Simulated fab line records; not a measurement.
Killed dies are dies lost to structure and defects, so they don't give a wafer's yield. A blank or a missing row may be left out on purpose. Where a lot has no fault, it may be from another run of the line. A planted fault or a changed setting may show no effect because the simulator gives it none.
A single fault, viewed from 2 desks ; flow berkeley-cmos170 ; only its own numbers are on each desk; what lay behind them is given at the end

FOR THE TOOL OWNER'S DESK: litho-track-02
The tool's own readings at UCB170_PFIELD_PEB_04, given as means over the sampled wafers that have a number, one for each lot that went through this tool. Any lot whose mean is over 4 standard deviations away from the usual mean is out of limits and marked OUT; that distance is given in the brackets.
Columns: A = chill-plate-temp-C at UCB170_PFIELD_PEB_04, usual 23.03 C; B = exhaust-pa at UCB170_PFIELD_PEB_04, usual 44.9 Pa
lot;first seen here;A;B
L872;day 4 13:14;23.03;45.1
L873;day 4 13:49;22.87;46.0
L895;day 9 15:51;23.10;44.8
This desk's verdict: no lot among the 3 shows anything out of limits.

FROM THE METROLOGY DESK
What the gauges read, lot by lot, whatever tool the lot ran on: means of the sampled wafers that have a number. Any lot whose mean is over 4 standard deviations away from the usual mean is out of limits and marked OUT; that distance is given in the brackets.
Columns: A = PWELL_OXIDE_THK at UCB170_PWELL_THK_MEAS_03, usual 26.3 nm; B = PWELL_NITRIDE_THK at UCB170_PWELL_THK_MEAS_06, usual 220.1 nm; C = PWELL_OVL at UCB170_PWELL_OVL_MEAS_13, usual -1 nm
lot;first seen here;A;B;C
L873;day 3 04:16;25.9;217.9;-0
L872;day 3 04:16;26.5;222.8;-11
L876;day 3 15:22;26.8;217.7;-4
L878;day 3 15:22;26.2;219.4;-1
L875;day 3 15:26;26.2;221.0;2
L877;day 3 15:26;26.2;221.1;-3
L887;day 5 17:03;27.7;220.5;6
L888;day 5 17:03;26.5;217.0;-14
L889;day 6 05:27;26.3;220.3;4
L890;day 6 05:27;25.9;219.3;1
L892;day 6 20:41;25.9;219.0;0
L891;day 7 03:27;25.6;220.0;-3
L894;day 7 10:13;26.3;220.7;-2
L893;day 7 10:14;26.7;218.4;-5
L895;day 7 21:35;26.8;219.4;3
This desk's verdict: no lot among the 15 shows anything out of limits.

ALL TOGETHER
The tool owner's desk saw nothing out of limits.
At the metrology desk, nothing out of limits was observed.

WHAT THE SIMULATOR HAD INSERTED
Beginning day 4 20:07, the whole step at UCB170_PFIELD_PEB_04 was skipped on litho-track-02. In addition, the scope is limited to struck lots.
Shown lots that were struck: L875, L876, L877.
